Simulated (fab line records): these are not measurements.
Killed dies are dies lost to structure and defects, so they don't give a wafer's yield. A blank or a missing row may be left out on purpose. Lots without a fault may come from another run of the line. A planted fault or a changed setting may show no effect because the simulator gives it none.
fab line records	flow berkeley-cmos170
[record] lots = 5	wafers = 23
route steps=331 shown NWELL@28 PWELL@39 ACTIVE@70 PFIELD@86 NVT@105 GATE@141 NLDD@161 SPACER@173 PSD@178 NSD@189 PLDD@208
start-h: the number of hours between the record's first day and the start of the first shown wafer of the lot	wait-h: hours elapsed since this lot's preceding step	" same as the row above	L1.1+2: a single row standing in for several wafers	- no value present, or no start provided	* or withheld: withheld	< > ~ a bound
route shown NAME@n: NAME is a module with steps in the file, n the number in the route of the first one	usual: mean/standard deviation of fault-free wafers	same: alike in all rows	chamber/n: place in a boat	sites: the reading at each site	_std_site: standard deviation of those values	_edge_site: outer sites' mean less inner sites'	radius-mm: how far each site lies from the wafer's centre	mask NAME#n: copy n	behind: the tool/chamber that last shaped the wafer	hold: why the lot was held/for how many hours/how that ended	device: transistor that didn't switch, given as n, p or np	end of line: tests run on the same wafers once the route is complete	a step with no rows: only its recipe	killed: at the first sort, the dies lost to defects and structure; wafer yield is something else	map: the dies of a wafer, with x for killed, . for not killed, _ for no die there
set.NAME: the setting the step ran with; set.NAME@STEP: the setting that earlier step ran with	model.NAME: the simulator's own value behind a step, which no gauge read
lots where settings were altered on purpose, with a table for each step and a row for each wafer
[[steps]]
[step UCB170_NWELL_IMPLANT_14]
[recipe] species = P	dose-cm2 = 1e+13	energy-kev = 150	tilt-deg = 7
lot.wafer	tool	chamber	start-h	wait-h	set.energy-kev	model.implant.rp-nm	model.implant.drp-nm
L076.2+5	implanter-04	0	44.92	0.1	153.9	185.2	63.95
L076.3+4+6	"	0	"	"	150	180.3	62.72
L077.1+4+6	implanter-02	0	45.13	0.1	150	185.2	62.72
L080.1+5+6	implanter-02	0	64.87	0.1	150	183.2	62.72
L080.3+4	"	0	"	"	145.8	177.8	61.35
L079.1+2+5	implanter-04	0	65.15	0.1	150	192.5	62.72
L079.4+6	"	0	"	"	145.3	186.3	61.19
L082.1+2+3+4+6	implanter-02	0	77.42	0.1	150	184.5	62.72
[step UCB170_PWELL_CVD_05]
[recipe] material = Si3N4	target-thk-nm = 220	temp-c = 800	precursor = SiH2Cl2/NH3	time-s = 3300	pressure-mtorr = 200	sih2cl2-flow-sccm = 25	nh3-flow-sccm = 75
lot.wafer	tool	chamber	start-h	wait-h	set.temp-c	model.Si3N4_of_PWELL_CVD_05.thk-nm
L076.2	-	-	-	0.8	785.4	168
L076.3	"	-	"	"	785.4	168.6
L076.4	"	-	"	"	785.4	169.2
L076.5	"	-	"	"	785.4	169
L076.6	"	-	"	"	785.4	167.5
L077.1	lpcvd-02	1	59.02	0.8	800	222.9
L077.4	"	1	"	"	800	223.8
L077.6	"	1	"	"	800	223.2
L079.1+6	-	-	-	0.0	800	221.3
L079.2	"	-	"	"	800	221.7
L079.4	"	-	"	"	800	219.3
L079.5	"	-	"	"	800	220.2
L080.1	-	-	-	0.0	779.9	154.4
L080.3	"	-	"	"	779.9	154
L080.4	"	-	"	"	779.9	151.8
L080.5	"	-	"	"	779.9	153.3
L080.6	"	-	"	"	779.9	152.6
L082.1	-	-	-	0.0	820.7	318.9
L082.2	"	-	"	"	820.7	321
L082.3	"	-	"	"	820.7	319.7
L082.4	"	-	"	"	820.7	321.9
L082.6	"	-	"	"	820.7	319.1
[step UCB170_PWELL_THK_MEAS_06]
[recipe] reads = Si3N4_of_PWELL_CVD_05
[usual] PWELL_NITRIDE_THK = 220.3/2
lot.wafer	tool	chamber	start-h	wait-h	set.temp-c@PWELL_CVD_05	PWELL_NITRIDE_THK[nm]
L076.2	film-metro-01	-	-	-	785.4	167.9
L076.3	"	-	"	"	785.4	168.5
L076.4	"	-	"	"	785.4	169.1
L076.5	"	-	"	"	785.4	169.1
L076.6	"	-	"	"	785.4	167.4
L077.1	film-metro-01	-	61.96	0.1	800	223.1
L077.4	"	-	"	"	800	223.9
L077.6	"	-	"	"	800	223.0
L079.1	film-metro-03	-	-	-	800	221.4
L079.2	"	-	"	"	800	221.8
L079.4	"	-	"	"	800	219.3
L079.5	"	-	"	"	800	220.2
L079.6	"	-	"	"	800	221.2
L080.1	film-metro-01	-	-	-	779.9	154.4
L080.3	"	-	"	"	779.9	154.0
L080.4	"	-	"	"	779.9	151.8
L080.5	"	-	"	"	779.9	153.4
L080.6	"	-	"	"	779.9	152.7
L082.1	film-metro-04	-	-	-	820.7	318.6
L082.2	"	-	"	"	820.7	321.2
L082.3	"	-	"	"	820.7	319.7
L082.4	"	-	"	"	820.7	322.2
L082.6	"	-	"	"	820.7	319.2
[step UCB170_PWELL_IMPLANT_15]
[recipe] species = B	dose-cm2 = 5e+12	energy-kev = 60	tilt-deg = 7
lot.wafer	tool	chamber	start-h	wait-h	set.energy-kev	model.implant.rp-nm	model.implant.drp-nm
L076.2+3+4+5+6	implanter-03	0	64.44	0.1	60	181	64.7
L077.1+4+6	implanter-01	0	65.24	0.1	60	192.2	64.7
L080.1+4+5	implanter-01	0	88.88	0.1	60	188.4	64.7
L080.3+6	"	0	"	"	57.06	179.9	62.98
L079.1+4+5	implanter-03	0	89.12	0.1	61.86	195	65.75
L079.2+6	"	0	"	"	60	188.2	64.7
L082.1+2+3+4+6	implanter-01	0	97.61	0.1	60	189.8	64.7
[step UCB170_ACTIVE_EXPOSE_10]
[recipe] mask-id = ACTIVE	target-cd-nm = 1200	na = 0.5	sigma-outer = 0.6	source-shape = conventional	dose-mj = 20
lot.wafer	tool	chamber	start-h	wait-h	mask	set.dose-mj
L077.1+4+6	krf-scanner-01	0	103.17	0.3	ACTIVE#0	20
L076.2+4+5	krf-scanner-02	0	103.43	0.5	ACTIVE#0	20
L076.3+6	"	0	"	"	ACTIVE#0	21.42
L079.1+2+4+5+6	krf-scanner-02	0	123.17	0.2	ACTIVE#0	20
L080.1+3+4	krf-scanner-01	0	123.41	0.5	ACTIVE#0	20
L080.5+6	"	0	"	"	ACTIVE#0	18.94
L082.1+2+3+4+6	krf-scanner-01	0	129.79	0.5	ACTIVE#0	20
[step UCB170_ACTIVE_PEB_11]
[recipe] peb-temp-c = 130	peb-time-s = withheld	resist = KrF
[step UCB170_ACTIVE_DEVELOP_12]
[recipe] developer = TMAH	develop-time-s = 45	resist = KrF	dev-temp-c = 21
[step UCB170_ACTIVE_CD_MEAS_13]
[recipe] target-cd-nm = 1200
[usual] cd-nm = 1200.8/1.2
lot.wafer	tool	chamber	start-h	wait-h	set.dose-mj@ACTIVE_EXPOSE_10	cd-nm
L077.1	cd-sem-01	-	103.63	-	20	1200.8
L077.4	"	-	"	"	20	1201.3
L077.6	"	-	"	"	20	1199.9
L076.2	cd-sem-01	-	103.90	-	20	1201.7
L076.3	"	-	"	"	21.42	1187.3
L076.4	"	-	"	"	20	1199.6
L076.5	"	-	"	"	20	1200.7
L076.6	"	-	"	"	21.42	1189.6
L079.1	cd-sem-02	-	123.56	-	20	1199.5
L079.2	"	-	"	"	20	1199.0
L079.4	"	-	"	"	20	1200.6
L079.5	"	-	"	"	20	1199.5
L079.6	"	-	"	"	20	1198.7
L080.1	cd-sem-01	-	124.74	-	20	1201.4
L080.3	"	-	"	"	20	1201.6
L080.4	"	-	"	"	20	1201.6
L080.5	"	-	"	"	18.94	1210.8
L080.6	"	-	"	"	18.94	1211.5
L082.1	cd-sem-02	-	130.60	-	20	1202.3
L082.2	"	-	"	"	20	1201.9
L082.3	"	-	"	"	20	1202.6
L082.4	"	-	"	"	20	1202.0
L082.6	"	-	"	"	20	1201.9
[step UCB170_ACTIVE_ETCH_15]
[recipe] chemistry = CH3F/Ar/O2	target = Si3N4	stop-on = SiO2	CH3F_flow_sccm = 20	Ar_flow_sccm = 50	O2_flow_sccm = 7	pressure-mtorr = 50	rf-w = 450	target-depth-a = 2420	over-etch-frac = 0.1	time-s = 151
lot.wafer	tool	chamber	start-h	wait-h	set.dose-mj@ACTIVE_EXPOSE_10	model.ACTIVE.cd-nm
L077.1+4	rie-diel-03	2,3	103.79	0.0	20	1201
L077.6	"	2	"	"	20	1200
L076.2	rie-diel-04	3	104.04	0.0	20	1202
L076.3	"	0	"	"	21.42	1188
L076.4	"	1	"	"	20	1200
L076.5	"	3	"	"	20	1201
L076.6	"	0	"	"	21.42	1190
L079.1+5	rie-diel-02	3,2	123.72	0.0	20	1200
L079.2+6	"	0	"	"	20	1199
L079.4	"	3	"	"	20	1201
L080.1	rie-diel-03	3	124.89	0.0	20	-
L080.3+4	"	0,1	"	"	20	1202
L080.5	"	1	"	"	18.94	1211
L080.6	"	2	"	"	18.94	1212
L082.1+2+4+6	rie-diel-02	0,3,3,2	130.75	0.0	20	1202
L082.3	"	2	"	"	20	1203
[step UCB170_ACTIVE_STRIP_16]
[recipe] chemistry = O2	power-w = 400	pressure-mtorr = 3500	platen-temp-c = withheld	o2-flow-sccm = 400	overash-fraction = 0.5
[step UCB170_ACTIVE_CD_MEAS_90]
[recipe] target-cd-nm = 1200
[usual] cd-nm = 1200.9/1.1
lot.wafer	tool	chamber	start-h	wait-h	set.dose-mj@ACTIVE_EXPOSE_10	cd-nm
L077.1	cd-sem-01	-	104.00	0.1	20	1200.7
L077.4	"	-	"	"	20	1200.7
L077.6	"	-	"	"	20	1200.2
L076.2	cd-sem-01	-	104.26	0.1	20	1202.0
L076.3	"	-	"	"	21.42	1187.8
L076.4	"	-	"	"	20	1200.2
L076.5	"	-	"	"	20	1201.1
L076.6	"	-	"	"	21.42	1189.6
L079.1	cd-sem-02	-	123.92	0.1	20	1199.4
L079.2	"	-	"	"	20	1198.9
L079.4	"	-	"	"	20	1200.8
L079.5	"	-	"	"	20	1199.7
L079.6	"	-	"	"	20	1198.6
L080.1	cd-sem-02	-	125.11	0.1	20	1201.8
L080.3	"	-	"	"	20	1201.8
L080.4	"	-	"	"	20	1201.7
L080.5	"	-	"	"	18.94	1211.0
L080.6	"	-	"	"	18.94	1211.9
L082.1	cd-sem-02	-	130.95	0.1	20	1202.1
L082.2	"	-	"	"	20	1202.0
L082.3	"	-	"	"	20	1202.5
L082.4	"	-	"	"	20	1202.1
L082.6	"	-	"	"	20	1201.5
[step UCB170_PFIELD_IMPLANT_07]
[recipe] species = B	dose-cm2 = 2e+13	energy-kev = 80	tilt-deg = 7
lot.wafer	tool	chamber	start-h	wait-h	set.dose-cm2
L077.1+4+6	implanter-02	0	106.59	0.0	2e+13
L076.2+3+5	implanter-03	0	107.00	0.0	1.862e+13
L076.4+6	"	0	"	"	2e+13
L079.1+5	implanter-03	0	125.48	0.0	2e+13
L079.2+4+6	"	0	"	"	2.074e+13
L080.1+5+6	implanter-01	0	126.69	0.0	2.092e+13
L080.3+4	"	0	"	"	2e+13
L082.1+2+4	implanter-01	0	133.01	0.0	2e+13
L082.3+6	"	0	"	"	1.905e+13
[step UCB170_PFIELD_STRIP_08]
[recipe] chemistry = O2	power-w = 400	pressure-mtorr = 3500	platen-temp-c = withheld	o2-flow-sccm = 400	overash-fraction = 0.5
[step UCB170_PFIELD_TW_MEAS_09]
[usual] PFIELD_TW = 599.3/2.3
lot.wafer	tool	chamber	start-h	wait-h	set.dose-cm2@PFIELD_IMPLANT_07	PFIELD_TW
L077.1	film-metro-02	-	106.84	0.1	2e+13	599.2
L077.4	"	-	"	"	2e+13	596.2
L077.6	"	-	"	"	2e+13	599.5
L076.2	film-metro-02	-	107.24	0.1	1.862e+13	586.9
L076.3	"	-	"	"	1.862e+13	586.7
L076.4	"	-	"	"	2e+13	598.2
L076.5	"	-	"	"	1.862e+13	586.4
L076.6	"	-	"	"	2e+13	598.1
L079.1	film-metro-02	-	125.73	0.1	2e+13	597.8
L079.2	"	-	"	"	2.074e+13	601.9
L079.4	"	-	"	"	2.074e+13	604.5
L079.5	"	-	"	"	2e+13	596.1
L079.6	"	-	"	"	2.074e+13	603.9
L080.1	film-metro-02	-	126.94	0.1	2.092e+13	607.7
L080.3	"	-	"	"	2e+13	598.8
L080.4	"	-	"	"	2e+13	597.2
L080.5	"	-	"	"	2.092e+13	608.5
L080.6	"	-	"	"	2.092e+13	610.5
L082.1	film-metro-04	-	133.26	0.1	2e+13	601.9
L082.2	"	-	"	"	2e+13	602.5
L082.3	"	-	"	"	1.905e+13	591.6
L082.4	"	-	"	"	2e+13	600.5
L082.6	"	-	"	"	1.905e+13	590.8
[step UCB170_NVT_COAT_01]
[recipe] resist = KrF	spin-rpm = 1500	resist-thk-nm = 900
lot.wafer	tool	chamber	start-h	wait-h	set.spin-rpm	model.KrF_of_NVT_COAT_01.thk-nm
L076.2	litho-track-03	0	140.48	0.1	1500	901.9
L076.3	"	0	"	"	1500	899.8
L076.4	"	0	"	"	1500	900.5
L076.5	"	0	"	"	1500	898.9
L076.6	"	0	"	"	1500	900.4
L077.1	litho-track-01	0	140.91	0.1	1500	900.2
L077.4	"	0	"	"	1500	903.3
L077.6	"	0	"	"	1500	902.5
L079.1	litho-track-03	0	162.52	0.1	1544	884
L079.2	"	0	"	"	1500	897.1
L079.4	"	0	"	"	1500	899.6
L079.5	"	0	"	"	1500	900.5
L079.6	"	0	"	"	1544	884.8
L080.1	litho-track-02	0	162.54	0.1	1500	900.8
L080.3	"	0	"	"	1500	901.1
L080.4	"	0	"	"	1500	898.8
L080.5	"	0	"	"	1500	901.7
L080.6	"	0	"	"	1500	901.2
L082.1	litho-track-01	0	174.66	0.1	1500	903.6
L082.2	"	0	"	"	1392	937.7
L082.3	"	0	"	"	1392	935.9
L082.4	"	0	"	"	1500	901.8
L082.6	"	0	"	"	1392	938.3
[step UCB170_NVT_SOFTBAKE_02]
[recipe] resist = KrF	temp-c = 130	time-s = 60
[step UCB170_NVT_EXPOSE_03]
[recipe] mask-id = PWELL	target-cd-nm = 3000	na = 0.5	sigma-outer = 0.6	source-shape = conventional	dose-mj = 30
[step UCB170_NVT_IMPLANT_07]
[recipe] species = BF2	dose-cm2 = 3e+12	energy-kev = 50	tilt-deg = 7
[step UCB170_NVT_STRIP_08]
[recipe] chemistry = O2	power-w = 400	pressure-mtorr = 3500	platen-temp-c = withheld	o2-flow-sccm = 400	overash-fraction = 0.5
[usual] strip-time-to-endpoint-s = 21.60/0.082
lot.wafer	tool	chamber	start-h	wait-h	set.spin-rpm@NVT_COAT_01	strip-time-to-endpoint-s
L076.2	plasma-asher-01	1	142.02	0.1	1500	21.66
L076.3	"	1	"	"	1500	21.62
L076.4	"	0	"	"	1500	21.64
L076.5	"	1	"	"	1500	21.59
L076.6	"	0	"	"	1500	21.64
L077.1	plasma-asher-01	1	142.84	0.1	1500	21.65
L077.4	"	1	"	"	1500	21.70
L077.6	"	1	"	"	1500	21.70
L079.1	plasma-asher-04	0	164.16	0.1	1544	21.25
L079.2	"	1	"	"	1500	21.56
L079.4	"	0	"	"	1500	21.63
L079.5	"	1	"	"	1500	21.64
L079.6	"	0	"	"	1544	21.26
L080.1	plasma-asher-01	0	164.29	0.1	1500	21.63
L080.3	"	1	"	"	1500	21.64
L080.4	"	0	"	"	1500	21.60
L080.5	"	1	"	"	1500	21.67
L080.6	"	0	"	"	1500	21.66
L082.1	plasma-asher-04	0	175.53	0.1	1500	21.72
L082.2	"	1	"	"	1392	22.53
L082.3	"	1	"	"	1392	22.47
L082.4	"	0	"	"	1500	21.68
L082.6	"	1	"	"	1392	22.53
[step UCB170_GATE_ETCH_15]
[recipe] chemistry = HBr/Cl2	target = poly-Si	stop-on = SiO2	over-etch-frac = 0.3	icp-w = 300	bias-w = 150	time-s = 56.3	pressure-mtorr = 15	HBr_flow_sccm = 150	Cl2_flow_sccm = 50	target-depth-a = 2782
lot.wafer	tool	chamber	start-h	wait-h	set.over-etch-frac	model.KrF_of_GATE_COAT_07.thk-nm
L077.1	rie-si-01	3	162.45	-	0.3	773.7
L077.4	"	1	"	"	0.3	773.1
L077.6	"	3	"	"	0.3	775.6
L076.2	rie-si-02	0	163.47	-	0.2193	784.2
L076.3	"	3	"	"	0.3	777.7
L076.4	"	2	"	"	0.2193	786.7
L076.5	"	1	"	"	0.3	776.9
L076.6	"	2	"	"	0.2193	784.3
L080.1	rie-si-02	2	192.09	-	0.3327	773.1
L080.3	"	0	"	"	0.3327	773.3
L080.4	"	1	"	"	0.3	780.9
L080.5	"	3	"	"	0.3327	776.8
L080.6	"	2	"	"	0.3	779.3
L079.1+5	rie-si-01	2,3	192.21	-	0.2387	782.4
L079.2	"	3	"	"	0.3	779.3
L079.4	"	0	"	"	0.2387	780.7
L079.6	"	2	"	"	0.3	776.6
L082.1	rie-si-02	3	204.32	-	0.3	779.4
L082.2	"	1	"	"	0.2616	783
L082.3	"	0	"	"	0.2616	786.1
L082.4	"	2	"	"	0.2616	784.3
L082.6	"	0	"	"	0.3	778.8
[step UCB170_NLDD_EXPOSE_03]
[recipe] mask-id = NSELECT	na = 0.5	sigma-outer = 0.6	source-shape = conventional	target-cd-nm = 1200	dose-mj = 30
lot.wafer	tool	chamber	start-h	wait-h	mask	set.dose-mj
L077.1+4+6	krf-scanner-01	0	166.67	0.2	NSELECT#0	30
L076.2+3	krf-scanner-02	0	167.99	0.2	NSELECT#0	30
L076.4+5+6	"	0	"	"	NSELECT#0	27.97
L080.1+3+4+5+6	krf-scanner-02	0	195.15	0.4	NSELECT#0	30
L079.1+2	krf-scanner-01	0	195.39	0.3	NSELECT#0	28.71
L079.4+5+6	"	0	"	"	NSELECT#0	30
L082.1+2	krf-scanner-01	0	207.33	0.1	NSELECT#0	28.26
L082.3+4+6	"	0	"	"	NSELECT#0	30
[step UCB170_NLDD_PEB_04]
[recipe] peb-temp-c = 130	peb-time-s = withheld	resist = KrF
[step UCB170_NLDD_DEVELOP_05]
[recipe] developer = TMAH	develop-time-s = 45	resist = KrF	dev-temp-c = 21
[step UCB170_NLDD_CD_MEAS_06]
[recipe] target-cd-nm = 1200
[usual] cd-nm = 1199.6/1.7
lot.wafer	tool	chamber	start-h	wait-h	set.dose-mj@NLDD_EXPOSE_03	cd-nm
L077.1	cd-sem-01	-	168.00	-	30	1200.3
L077.4	"	-	"	"	30	1199.3
L077.6	"	-	"	"	30	1199.0
L076.2	cd-sem-01	-	168.84	-	30	1199.6
L076.3	"	-	"	"	30	1198.4
L076.4	"	-	"	"	27.97	1186.3
L076.5	"	-	"	"	27.97	1188.4
L076.6	"	-	"	"	27.97	1187.0
L080.1	cd-sem-02	-	195.68	-	30	1202.6
L080.3	"	-	"	"	30	1203.3
L080.4	"	-	"	"	30	1201.8
L080.5	"	-	"	"	30	1202.6
L080.6	"	-	"	"	30	1203.3
L079.1	cd-sem-02	-	195.80	-	28.71	1190.3
L079.2	"	-	"	"	28.71	1189.8
L079.4	"	-	"	"	30	1199.6
L079.5	"	-	"	"	30	1198.5
L079.6	"	-	"	"	30	1196.7
L082.1	cd-sem-01	-	207.72	-	28.26	1186.2
L082.2	"	-	"	"	28.26	1187.1
L082.3	"	-	"	"	30	1198.1
L082.4	"	-	"	"	30	1197.9
L082.6	"	-	"	"	30	1198.8
[step UCB170_SPACER_ANNEAL_02]
[recipe] temp-c = 900	time-s = 1800	ambient = N2
lot.wafer	tool	chamber	start-h	wait-h	set.temp-c
L076.2+3+4+5+6	-	-	-	5.2	875.2
L077.1+4+6	furnace-01	0	174.84	6.0	900
L079.1+2+4+5+6	-	-	-	6.6	900
L080.1+3+4+5+6	-	-	-	6.8	892.5
L082.1+2+3+4+6	-	-	-	6.2	911.5
[step UCB170_PSD_EXPOSE_03]
[recipe] mask-id = PSELECT_MOD	na = 0.5	sigma-outer = 0.6	source-shape = conventional	target-cd-nm = 1200	dose-mj = 30
lot.wafer	tool	chamber	start-h	wait-h	mask	set.dose-mj
L077.1+4+6	krf-scanner-02	0	177.35	0.4	PSELECT_MOD#0	30
L076.2+6	krf-scanner-02	0	177.85	0.5	PSELECT_MOD#0	27.8
L076.3+4+5	"	0	"	"	PSELECT_MOD#0	30
L080.1+3+4+5+6	krf-scanner-02	0	205.72	0.3	PSELECT_MOD#0	30
L079.1+5	krf-scanner-01	0	206.04	0.5	PSELECT_MOD#0	27.79
L079.2+4+6	"	0	"	"	PSELECT_MOD#0	30
L082.1+3+4	krf-scanner-01	0	217.26	0.3	PSELECT_MOD#0	30
L082.2+6	"	0	"	"	PSELECT_MOD#0	31.08
[step UCB170_PSD_PEB_04]
[recipe] peb-temp-c = 130	peb-time-s = withheld	resist = KrF
[step UCB170_PSD_DEVELOP_05]
[recipe] developer = TMAH	develop-time-s = 45	resist = KrF	dev-temp-c = 21
[step UCB170_PSD_CD_MEAS_06]
[recipe] target-cd-nm = 1200
[usual] cd-nm = 1199.4/1.5
lot.wafer	tool	chamber	start-h	wait-h	set.dose-mj@PSD_EXPOSE_03	cd-nm
L077.1	cd-sem-01	-	177.75	-	30	1199.5
L077.4	"	-	"	"	30	1197.8
L077.6	"	-	"	"	30	1201.2
L076.2	cd-sem-01	-	178.24	-	27.8	1185.4
L076.3	"	-	"	"	30	1197.1
L076.4	"	-	"	"	30	1198.9
L076.5	"	-	"	"	30	1199.0
L076.6	"	-	"	"	27.8	1183.8
L080.1	cd-sem-01	-	206.26	-	30	1201.8
L080.3	"	-	"	"	30	1200.1
L080.4	"	-	"	"	30	1200.7
L080.5	"	-	"	"	30	1201.2
L080.6	"	-	"	"	30	1201.4
L079.1	cd-sem-02	-	206.50	-	27.79	1185.4
L079.2	"	-	"	"	30	1198.8
L079.4	"	-	"	"	30	1199.2
L079.5	"	-	"	"	27.79	1185.9
L079.6	"	-	"	"	30	1200.1
L082.1	cd-sem-02	-	217.95	-	30	1199.9
L082.2	"	-	"	"	31.08	1204.6
L082.3	"	-	"	"	30	1198.2
L082.4	"	-	"	"	30	1198.2
L082.6	"	-	"	"	31.08	1204.9
[step UCB170_NSD_SOFTBAKE_02]
[recipe] resist = KrF	temp-c = 130	time-s = 60
lot.wafer	tool	chamber	start-h	wait-h	set.time-s
L077.1+4+6	litho-track-01	0	178.85	0.1	60
L076.2+3+4+5+6	litho-track-01	0	179.32	0.1	60
L080.1+3+4+5+6	litho-track-01	0	207.46	0.1	60
L079.1+4+6	litho-track-04	0	207.53	0.1	60
L079.2+5	"	0	"	"	67.07
L082.1+2+4	litho-track-01	0	218.96	0.1	60
L082.3+6	"	0	"	"	66
[step UCB170_NSD_EXPOSE_03]
[recipe] mask-id = NSELECT_MOD	na = 0.5	sigma-outer = 0.6	source-shape = conventional	target-cd-nm = 1200	dose-mj = 30
[step UCB170_NSD_PEB_04]
[recipe] peb-temp-c = 130	peb-time-s = withheld	resist = KrF
[step UCB170_SDANNEAL_RS_MEAS_04]
[recipe] thk-meas-gauge = four-point-probe
[usual] PLDD_RS = 1032.0/3
lot.wafer	tool	chamber	start-h	wait-h	set.temp-c@SPACER_ANNEAL_02	PLDD_RS[ohm/sq]
L077.1	film-metro-04	-	182.26	0.1	900	1032.0
L077.4	"	-	"	"	900	1030.8
L077.6	"	-	"	"	900	1032.8
L076.2	film-metro-01	-	182.92	0.1	875.2	1134.5
L076.3	"	-	"	"	875.2	1133.8
L076.4	"	-	"	"	875.2	1135.1
L076.5	"	-	"	"	875.2	1134.3
L076.6	"	-	"	"	875.2	1132.9
L080.1	film-metro-02	-	209.88	0.1	892.5	1063.2
L080.3	"	-	"	"	892.5	1062.3
L080.4	"	-	"	"	892.5	1061.5
L080.5	"	-	"	"	892.5	1059.5
L080.6	"	-	"	"	892.5	1062.9
L079.1	film-metro-01	-	210.30	0.1	900	1027.6
L079.2	"	-	"	"	900	1032.9
L079.4	"	-	"	"	900	1030.2
L079.5	"	-	"	"	900	1032.2
L079.6	"	-	"	"	900	1031.4
L082.1	film-metro-02	-	223.02	0.1	911.5	991.7
L082.2	"	-	"	"	911.5	992.8
L082.3	"	-	"	"	911.5	990.8
L082.4	"	-	"	"	911.5	987.9
L082.6	"	-	"	"	911.5	993.3
[[key]]
[split] step = UCB170_NWELL_IMPLANT_14	setting = energy-kev	stated = 150	by = wafer
[response] step = UCB170_NWELL_IMPLANT_14	reading = model.implant.rp-nm	change = +1.94	per = 1%	r = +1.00
[response] step = UCB170_NWELL_IMPLANT_14	reading = model.implant.drp-nm	change = +0.485	per = 1%	r = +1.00
[split] step = UCB170_PWELL_CVD_05	setting = temp-c	stated = 800	by = lot
[response] step = UCB170_PWELL_CVD_05	reading = model.Si3N4_of_PWELL_CVD_05.thk-nm	change = +32.9	per = 1%	r = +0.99
[response] step = UCB170_PWELL_THK_MEAS_06	reading = PWELL_NITRIDE_THK	change = +32.9	per = 1%	r = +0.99
[split] step = UCB170_PWELL_IMPLANT_15	setting = energy-kev	stated = 60	by = wafer
[response] step = UCB170_PWELL_IMPLANT_15	reading = model.implant.rp-nm	change = +1.86	per = 1%	r = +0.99
[response] step = UCB170_PWELL_IMPLANT_15	reading = model.implant.drp-nm	change = +0.346	per = 1%	r = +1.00
[split] step = UCB170_ACTIVE_EXPOSE_10	setting = dose-mj	stated = 20	by = wafer
[response] step = UCB170_ACTIVE_CD_MEAS_13	reading = cd-nm	change = -1.75	per = 1%	r = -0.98
[response] step = UCB170_ACTIVE_ETCH_15	reading = model.ACTIVE.cd-nm	change = -1.75	per = 1%	r = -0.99
[response] step = UCB170_ACTIVE_CD_MEAS_90	reading = cd-nm	change = -1.77	per = 1%	r = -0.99
[split] step = UCB170_PFIELD_IMPLANT_07	setting = dose-cm2	stated = 2e+13	by = wafer
[response] step = UCB170_PFIELD_TW_MEAS_09	reading = PFIELD_TW	change = +1.93	per = 1%	r = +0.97
[split] step = UCB170_NVT_COAT_01	setting = spin-rpm	stated = 1500	by = wafer
[response] step = UCB170_NVT_COAT_01	reading = model.KrF_of_NVT_COAT_01.thk-nm	change = -4.83	per = 1%	r = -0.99
[response] step = UCB170_NVT_STRIP_08	reading = strip-time-to-endpoint-s	change = *	per = 1%	r = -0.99
[split] step = UCB170_GATE_ETCH_15	setting = over-etch-frac	stated = 0.3	by = wafer
[response] step = UCB170_GATE_ETCH_15	reading = model.KrF_of_GATE_COAT_07.thk-nm	change = -0.295	per = 1%	r = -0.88
[split] step = UCB170_NLDD_EXPOSE_03	setting = dose-mj	stated = 30	by = wafer
[response] step = UCB170_NLDD_CD_MEAS_06	reading = cd-nm	change = +1.86	per = 1%	r = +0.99
[split] step = UCB170_SPACER_ANNEAL_02	setting = temp-c	stated = 900	by = lot
[response] step = UCB170_SDANNEAL_RS_MEAS_04	reading = PLDD_RS	change = -35.7	per = 1%	r = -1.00
[split] step = UCB170_PSD_EXPOSE_03	setting = dose-mj	stated = 30	by = wafer
[response] step = UCB170_PSD_CD_MEAS_06	reading = cd-nm	change = +1.84	per = 1%	r = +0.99
[split] step = UCB170_NSD_SOFTBAKE_02	setting = time-s	stated = 60	by = wafer
response none clear
